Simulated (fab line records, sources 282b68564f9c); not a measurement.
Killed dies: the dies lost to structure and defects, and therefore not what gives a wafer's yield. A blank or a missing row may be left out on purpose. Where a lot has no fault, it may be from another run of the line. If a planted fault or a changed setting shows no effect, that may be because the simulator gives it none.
The tool behind it: which one? | flow rit-cmos | Sampling: 13 lots, 38 wafers, 5 of 202 route steps

## WHAT THE GAUGES SHOWED, per wafer
RIT_ACTIVE_CD_MEAS_11: the cd target is 1400 nm. Usual: cd-nm 1400.0 nm, standard deviation 2.2.
lot  | measured    | on        | cd-nm (nm)           | flag
L910 | day 1 14:28 | cd-sem-02 | 1404.5 1401.7 1403.0 |
L912 | day 2 00:28 | cd-sem-02 | 1400.9 1400.6 1400.6 |
L913 | day 2 05:34 | cd-sem-02 | 1398.9 1397.3 1398.4 |
L914 | day 2 10:26 | cd-sem-01 | 1399.6 1397.9 1397.6 |
L916 | day 2 20:26 | cd-sem-01 | 1399.1 1401.6 1399.7 |
L918 | day 3 06:34 | cd-sem-01 | 1398.9 1400.3 1397.2 |
L919 | day 3 11:28 | cd-sem-02 | 1399.7 1399.8 1400.7 |
L921 | day 3 21:37 | cd-sem-01 | 1401.1 1405.3 1402.4 |
L922 | day 4 02:28 | cd-sem-01 | 1402.0 1401.7 1400.8 |
L923 | day 4 08:43 | cd-sem-02 | 1399.1 1397.9 1400.5 |
L926 | day 4 22:34 | cd-sem-02 | 1402.2 1401.1        |
L927 | day 5 04:08 | cd-sem-02 | 1398.3 1399.4 1399.9 |
L932 | day 6 04:58 | cd-sem-02 | 1399.1 1397.0 1398.7 |

RIT_PRETRO_OVL_MEAS_06. Usual: PRETRO_OVL typically reads 0.1 nm, with standard deviation 1.3.
lot  | measured    | on         | PRETRO_OVL (nm) | flag
L910 | day 2 06:38 | overlay-02 | 2.2 0.5 -0.5    |
L912 | day 2 17:14 | overlay-02 | 1.7 0.5 1.6     |
L913 | day 2 22:29 | overlay-02 | 0.3 -0.1 2.6    |
L914 | day 3 02:58 | overlay-01 | 1.0 1.1 0.8     |
L916 | day 3 12:50 | overlay-02 | 0.6 -0.7 -0.7   |
L918 | day 3 23:01 | overlay-02 | 0.6 0.4 0.1     |
L919 | day 4 05:02 | overlay-01 | 1.7 0.7 -0.3    |
L921 | day 4 15:28 | overlay-02 | -1.9 -1.5 -1.0  |
L922 | day 4 20:37 | overlay-01 | -0.9 -1.2 -0.8  |
L923 | day 5 01:34 | overlay-02 | -1.1 0.6 -0.4   |
L926 | day 5 21:04 | overlay-02 | 1.2 2.4         |
L927 | day 6 00:41 | overlay-02 | 0.9 1.3 2.4     |
L932 | day 7 01:05 | overlay-01 | -2.2 0.7 -1.0   |

RIT_GATE_CD_MEAS_16: the cd target is 150 nm. Usual: cd-nm 149.3 nm, standard deviation 2.1.
lot  | measured    | on        | cd-nm (nm)        | flag
L910 | day 2 11:46 | cd-sem-01 | 144.1 145.3 144.5 |
L912 | day 2 23:25 | cd-sem-02 | 151.5 150.9 150.2 |
L913 | day 3 03:41 | cd-sem-01 | 149.2 148.5 147.3 |
L914 | day 3 08:12 | cd-sem-01 | 150.1 148.8 151.7 |
L916 | day 3 19:28 | cd-sem-01 | 150.6 147.1 147.9 |
L918 | day 4 05:15 | cd-sem-02 | 152.2 150.8 151.1 |
L919 | day 4 10:37 | cd-sem-01 | 149.5 147.7 149.1 |
L921 | day 4 21:09 | cd-sem-01 | 149.8 148.6 150.4 |
L922 | day 5 02:43 | cd-sem-01 | 152.7 153.4 153.0 |
L923 | day 5 10:08 | cd-sem-02 | 149.1 148.3 151.5 |
L926 | day 6 04:41 | cd-sem-01 | 137.7 139.0       | OFF
L927 | day 6 06:33 | cd-sem-01 | 152.0 151.6 153.6 |
L932 | day 7 09:32 | cd-sem-02 | 149.7 149.2 150.2 |

RIT_NLDD_TW_MEAS_10. Usual: NLDD_TW typically reads 2515, with standard deviation 19.
lot  | measured    | on            | NLDD_TW        | flag
L910 | day 2 16:57 | film-metro-02 | 2483 2490 2490 |
L912 | day 3 04:38 | film-metro-01 | 2548 2542 2535 |
L913 | day 3 09:05 | film-metro-02 | 2498 2481 2486 |
L914 | day 3 13:26 | film-metro-04 | 2519 2521 2521 |
L916 | day 4 00:37 | film-metro-04 | 2534 2557 2532 |
L918 | day 4 11:22 | film-metro-02 | 2497 2484 2491 |
L919 | day 4 16:44 | film-metro-04 | 2528 2538 2530 |
L921 | day 5 03:01 | film-metro-02 | 2497 2499 2492 |
L922 | day 5 08:08 | film-metro-04 | 2540 2541 2541 |
L923 | day 5 15:35 | film-metro-04 | 2534 2533 2537 |
L926 | day 6 10:09 | film-metro-04 | 2492 2507      |
L927 | day 6 13:11 | film-metro-04 | 2510 2496 2507 |
L932 | day 7 14:48 | film-metro-04 | 2507 2510 2508 |

## WHAT TOOL EACH LOT RAN ON (gives the tool, then ch and the chambers of the sampled wafers, and finally the start)
lot  | RIT_GATE_EXPOSE_13
L910 | iline-stepper-01 ch 0, day 2 11:22
L912 | iline-stepper-02 ch 0, day 2 23:01
L913 | iline-stepper-01 ch 0, day 3 03:17
L914 | iline-stepper-02 ch 0, day 3 07:46
L916 | iline-stepper-01 ch 0, day 3 19:04
L918 | iline-stepper-02 ch 0, day 4 04:51
L919 | iline-stepper-01 ch 0, day 4 10:01
L921 | iline-stepper-01 ch 0, day 4 20:37
L922 | iline-stepper-01 ch 0, day 5 02:19
L923 | iline-stepper-02 ch 0, day 5 09:44
L926 | iline-stepper-02 ch 0, day 6 04:17
L927 | iline-stepper-01 ch 0, day 6 06:09
L932 | iline-stepper-02 ch 0, day 7 08:58
- RIT_GATE_EXPOSE_13: exposes mask M6, target cd 150 nm.

## AS READ BY THE TOOLS THEMSELVES (means over the sampled wafers that have a number; for cases with no such wafer, the mark the record gives instead)
The record holds no such reading with a usual standard deviation.

## THE ANSWER, worked out from the rows above alone
Rule: lot off if the mean of its wafers having a number is beyond 3 standard deviations from the usual mean. A lot without any number at a reading at which 4 lots or more have one is off too. The other lots that the step has rows for count as sound. The gauges are gone through in route order, then the tools' own readings, and for those a lot's mean is taken as printed above. At the first step where some lot is off, the reading lying furthest off is the one used; lots without a number count as furthest.
Off, at RIT_GATE_CD_MEAS_16 on cd-nm: L926.
If a tool, at a process step before that reading, ran all the lots that are off and no sound lot after the first of them, it fits. The gauges at RIT_GATE_CD_MEAS_16 are tried like those tools. No candidate that was tried fits.

## WHAT THE SIMULATOR HAD PUT IN
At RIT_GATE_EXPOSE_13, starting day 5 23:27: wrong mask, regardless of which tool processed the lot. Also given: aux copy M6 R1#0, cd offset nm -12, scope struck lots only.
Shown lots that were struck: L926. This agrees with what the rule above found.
